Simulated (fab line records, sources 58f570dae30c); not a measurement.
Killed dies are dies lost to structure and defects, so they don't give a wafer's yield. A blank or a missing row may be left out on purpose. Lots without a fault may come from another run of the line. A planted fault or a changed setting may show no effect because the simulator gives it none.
Which tool did it? | flow berkeley_cmos170 | 14 lots, 42 wafers sampled, at 3 steps of a route of 331

WHAT THE GAUGES READ, wafer by wafer
UCB170_NWELL_OVL_MEAS_12. Usual: NWELL_OVL 2 nm, standard deviation 4.6.
lot  | measured    | on         | NWELL_OVL (nm) | flag
L401 | day 2 05:53 | overlay-02 | 0 1 -1         |
L403 | day 2 13:14 | overlay-02 | -2 -1 2        |
L402 | day 2 13:30 | overlay-02 | 3 6 5          |
L404 | day 2 18:10 | overlay-02 | 1 -1 3         |
L405 | day 2 22:56 | overlay-02 | -6 2 5         |
L406 | day 3 01:50 | overlay-01 | 3 5 6          |
L407 | day 3 11:25 | overlay-02 | 1 6 4          |
L409 | day 4 04:02 | overlay-02 | -2 -5 -4       |
L417 | day 5 18:35 | overlay-01 | 2 5 7          |
L418 | day 6 03:08 | overlay-01 | 17 8 10        |
L419 | day 6 08:34 | overlay-02 | 0 3 3          |
L420 | day 6 08:55 | overlay-02 | 5 4 4          |
L421 | day 6 13:25 | overlay-02 | -5 -1 -6       |
L423 | day 6 23:35 | overlay-01 | 3 5 -1         |

UCB170_ACTIVE_CD_MEAS_90: target cd 1200 nm. Usual: cd_nm 1199.9 nm, standard deviation 1.2.
lot  | measured    | on        | cd_nm (nm)           | flag
L401 | day 4 00:55 | cd_sem-02 | 1198.5 1199.4 1199.5 |
L403 | day 4 06:48 | cd_sem-02 | 1199.1 1200.4 1199.1 |
L402 | day 4 06:31 | cd_sem-01 | 1198.6 1199.5 1199.1 |
L404 | day 4 14:14 | cd_sem-02 | 1200.4 1200.5 1199.3 |
L405 | day 4 14:33 | cd_sem-02 | 1198.2 1200.3 1200.3 |
L406 | day 4 22:18 | cd_sem-02 | 1199.3 1199.3 1200.7 |
L407 | day 5 08:20 | cd_sem-01 | 1201.8 1202.4 1202.0 |
L409 | day 6 05:49 | cd_sem-02 | 1199.5 1199.6 1199.3 |
L417 | day 8 00:44 | cd_sem-01 | 1199.7 1200.7 1200.9 |
L418 | day 8 08:53 | cd_sem-02 | 1198.9 1200.3 1199.3 |
L419 | day 8 11:08 | cd_sem-02 | 1199.7 1199.5 1202.1 |
L420 | day 8 11:01 | cd_sem-02 | 1201.5 1202.0 1199.7 |
L421 | day 8 18:11 | cd_sem-01 | 1198.0 1200.4 1200.6 |
L423 | day 9 09:29 | cd_sem-01 | 1198.9 1197.8 1199.3 |

UCB170_SACOX_THK_MEAS_02. Usual: SACOX_OXIDE_THK 14.62 nm, standard deviation 0.25.
lot  | measured     | on            | SACOX_OXIDE_THK (nm) | flag
L401 | day 5 00:30  | film_metro-02 | 14.77 14.87 14.43    |
L403 | day 5 00:32  | film_metro-04 | 14.47 14.46 14.48    |
L402 | day 5 00:31  | film_metro-03 | 14.24 14.11 14.46    |
L404 | day 5 09:35  | film_metro-03 | 14.69 14.82 14.34    |
L405 | day 5 09:36  | film_metro-04 | 14.88 14.81 14.79    |
L406 | day 5 22:23  | film_metro-03 | 14.25 14.33 14.31    |
L407 | day 6 07:44  | film_metro-02 | 14.70 14.61 14.64    |
L409 | day 6 23:36  | film_metro-04 | 14.37 14.17 14.28    |
L417 | day 8 19:52  | film_metro-03 | 14.67 14.45 14.40    |
L418 | day 9 06:28  | film_metro-02 | 14.39 14.72 14.70    |
L419 | day 9 06:28  | film_metro-04 | 14.96 14.98 14.93    |
L420 | day 9 06:28  | film_metro-03 | 14.68 14.56 14.71    |
L421 | day 9 17:44  | film_metro-02 | 14.46 14.42 14.47    |
L423 | day 10 03:47 | film_metro-02 | 15.01 14.97 14.87    |

WHICH TOOL RAN EACH LOT (tool, then ch and the chambers of the sampled wafers, then the start)
The record holds no process step before these readings.

WHAT THE TOOLS THEMSELVES READ (means of the sampled wafers that have a number; where no wafer has one, the mark that the record gives instead)
The record holds no such reading with a usual standard deviation.

THE ANSWER, worked out from the rows above alone
Rule: a lot is off if the mean of its wafers that have a number lies more than 3 standard deviations from the usual mean. A lot without any number at a reading at which 4 lots or more have one is off too. The other lots that the step has rows for count as sound. The gauges are gone through in route order, then the tools' own readings, and for those a lot's mean is taken as printed above. The first step at which some lot is off is used, and at that step the reading that is off furthest; a lot without a number counts as furthest.
No lot is off at any reading shown: from this, nothing can be told.

WHAT THE SIMULATOR HAD PUT IN
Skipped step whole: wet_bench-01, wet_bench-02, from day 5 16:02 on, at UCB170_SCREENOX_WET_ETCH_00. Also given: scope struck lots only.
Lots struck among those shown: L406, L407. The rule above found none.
